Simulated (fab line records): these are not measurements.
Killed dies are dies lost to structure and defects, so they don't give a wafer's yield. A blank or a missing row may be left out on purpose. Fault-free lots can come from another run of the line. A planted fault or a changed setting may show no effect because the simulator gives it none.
Which tool was responsible? | flow rit-cmos | 42 wafers from 14 lots sampled at 4 of the route's 202 steps

== WHAT EACH GAUGE READ, for each wafer ==
RIT_CONTACT_OVL_MEAS_09.
lot  | measured    | on         | CONTACT_OVL (nm)
L388 | day 3 17:29 | overlay-01 | 2.5 1.1 2.0
L391 | day 4 06:36 | overlay-01 | 0.4 -0.5 1.3
L392 | day 4 11:55 | overlay-02 | -1.0 1.1 -0.8
L396 | day 5 06:55 | overlay-01 | -1.4 0.7 3.1
L397 | day 5 12:23 | overlay-02 | 0.6 -0.8 1.9
L398 | day 5 17:02 | overlay-02 | 0.4 -1.1 0.7
L399 | day 5 23:44 | overlay-01 | 1.4 -0.5 0.4
L400 | day 6 04:46 | overlay-01 | 1.1 0.3 0.0
L401 | day 6 10:52 | overlay-01 | -2.3 0.5 -1.3
L402 | day 6 14:10 | overlay-02 | 1.5 0.3 0.4
L404 | day 6 22:04 | overlay-01 | 0.1 0.8 2.0
L408 | day 7 23:14 | overlay-01 | -2.6 -1.6 -2.4

RIT_CONTACT_CD_MEAS_90: the cd target is 1000 nm.
lot  | measured    | on        | cd-nm (nm)
L388 | day 3 18:05 | cd-sem-02 | 998.9 1000.0 1000.2
L391 | day 4 07:10 | cd-sem-01 | 1000.1 996.2 998.7
L392 | day 4 12:31 | cd-sem-02 | 1001.6 998.4 998.9
L396 | day 5 07:29 | cd-sem-01 | 1001.2 1002.6 1004.3
L397 | day 5 13:00 | cd-sem-01 | 1000.8 999.1 1001.3
L398 | day 5 17:37 | cd-sem-01 | 997.9 998.0 996.8
L399 | day 6 00:19 | cd-sem-01 | 998.0 999.0 998.9
L400 | day 6 05:19 | cd-sem-01 | 1000.3 998.9 1000.2
L401 | day 6 11:40 | cd-sem-01 | 1001.8 1000.1 998.8
L402 | day 6 14:50 | cd-sem-02 | 999.1 999.6 1000.2
L404 | day 6 22:38 | cd-sem-01 | 1001.7 1000.8 1000.3
L408 | day 7 23:47 | cd-sem-01 | 998.8 999.4 998.4

== WHAT TOOL EACH LOT RAN ON (gives the tool, then ch and the chambers of the sampled wafers, and finally the start) ==
lot  | RIT_SDANNEAL_CLEAN_02          | RIT_SDANNEAL_RTA_03
L388 | wet-bench-03 ch 3, day 3 15:02 | rtp-anneal-01 ch 0, day 3 15:14
L391 | wet-bench-01 ch 3, day 4 04:09 | rtp-anneal-02 ch 0, day 4 04:21
L392 | wet-bench-01 ch 2, day 4 09:28 | rtp-anneal-01 ch 0, day 4 09:41
L396 | wet-bench-01 ch 2, day 5 04:21 | rtp-anneal-01 ch 0, day 5 04:32
L397 | wet-bench-01 ch 0, day 5 09:48 | rtp-anneal-02 ch 0, day 5 09:58
L398 | wet-bench-02 ch 1, day 5 14:37 | rtp-anneal-01 ch 0, day 5 14:47
L399 | wet-bench-02 ch 2, day 5 21:11 | rtp-anneal-02 ch 0, day 5 21:22
L400 | wet-bench-02 ch 0, day 6 02:19 | rtp-anneal-01 ch 0, day 6 02:29
L401 | wet-bench-02 ch 0, day 6 08:19 | rtp-anneal-02 ch 0, day 6 08:30
L402 | wet-bench-02 ch 1, day 6 11:34 | rtp-anneal-01 ch 0, day 6 11:46
L404 | wet-bench-01 ch 2, day 6 19:31 | rtp-anneal-01 ch 0, day 6 19:41
L407 | wet-bench-02 ch 3, day 7 12:25 | rtp-anneal-02 ch 0, day 7 12:39
L408 | wet-bench-03 ch 2, day 7 20:28 | rtp-anneal-01 ch 0, day 7 20:38
L409 | wet-bench-02 ch 3, day 7 23:19 | rtp-anneal-02 ch 0, day 7 23:31
- RIT_SDANNEAL_CLEAN_02: cleans in SC2, time 600 s.
- RIT_SDANNEAL_RTA_03: time 5 s.

== AS READ BY THE TOOLS THEMSELVES (means over the sampled wafers that have a number; for cases with no such wafer, the mark the record gives instead) ==
RIT_SDANNEAL_CLEAN_02.
lot  | tool         | run-length-s (s)
L388 | wet-bench-03 | 625
L391 | wet-bench-01 | 634
L392 | wet-bench-01 | 636
L396 | wet-bench-01 | 627
L397 | wet-bench-01 | 627
L398 | wet-bench-02 | 625
L399 | wet-bench-02 | 624
L400 | wet-bench-02 | 625
L401 | wet-bench-02 | 626
L402 | wet-bench-02 | 626
L404 | wet-bench-01 | 627
L407 | wet-bench-02 | 662
L408 | wet-bench-03 | 626
L409 | wet-bench-02 | 662

RIT_SDANNEAL_RTA_03.
lot  | tool          | anneal-temp-c-max | wafer_temp_C_max
L388 | rtp-anneal-01 | 1052.9            | 1054.8
L391 | rtp-anneal-02 | 1054.4            | 1052.8
L392 | rtp-anneal-01 | 1053.3            | 1053.3
L396 | rtp-anneal-01 | 1053.4            | 1053.4
L397 | rtp-anneal-02 | 1054.6            | 1053.1
L398 | rtp-anneal-01 | 1053.5            | 1053.4
L399 | rtp-anneal-02 | 1054.1            | 1053.5
L400 | rtp-anneal-01 | 1053.4            | 1053.5
L401 | rtp-anneal-02 | 1054.1            | 1053.1
L402 | rtp-anneal-01 | 1053.4            | 1052.4
L404 | rtp-anneal-01 | 1052.6            | 1054.3
L407 | rtp-anneal-02 | 1054.6            | 1053.3
L408 | rtp-anneal-01 | 1053.0            | 1052.6
L409 | rtp-anneal-02 | 1055.3            | 1052.2

== THE ANSWER, worked out from the rows above alone ==
Rule: the lots themselves supply what counts as usual. The widest of any qualifying gaps counts: lots, ordered by their means at a reading, are off when they make up no more than a third of the lots, leave a main group of 4 or more, and stand apart from it by 3 or more times the standard deviation of that group's means. A main group whose means are all the same, to the digits that the tables above print for the reading, isn't used. A lot without any number at a reading at which 4 lots or more have one is off too. All remaining lots with rows at the step are treated as sound. After the gauges, taken in route order, come the tools' own readings; for these a lot's mean is taken, as printed above. The first step at which some lot is off is used, and at that step the reading that is off furthest; a lot without a number counts as furthest.
Off: L407, L409, at RIT_SDANNEAL_CLEAN_02 (run-length-s). Main group: mean 627 s, sd 3.6.
A tool fits if, at that step or a process step before it, it ran every lot that is off, and no sound lot after the first of them. One candidate fits, namely wet-bench-02 at RIT_SDANNEAL_CLEAN_02. Its last sound lot is L402 (day 6 11:34), its first lot that is off L407 (day 7 12:25): a fault that began between those two fits.
The tool's own readings at RIT_SDANNEAL_CLEAN_02 bear it out: on the lots that are off they differ by more than 5 times the standard deviation of the sound lots' means. run-length-s reads 662 s there against 627 s on the sound lots.

== WHAT THE SIMULATOR HAD INSERTED ==
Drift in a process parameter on wet-bench-02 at RIT_SDANNEAL_CLEAN_02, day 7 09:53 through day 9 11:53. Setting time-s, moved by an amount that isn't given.
Lots struck among those shown: L407, L409. The same result came from the rule above.
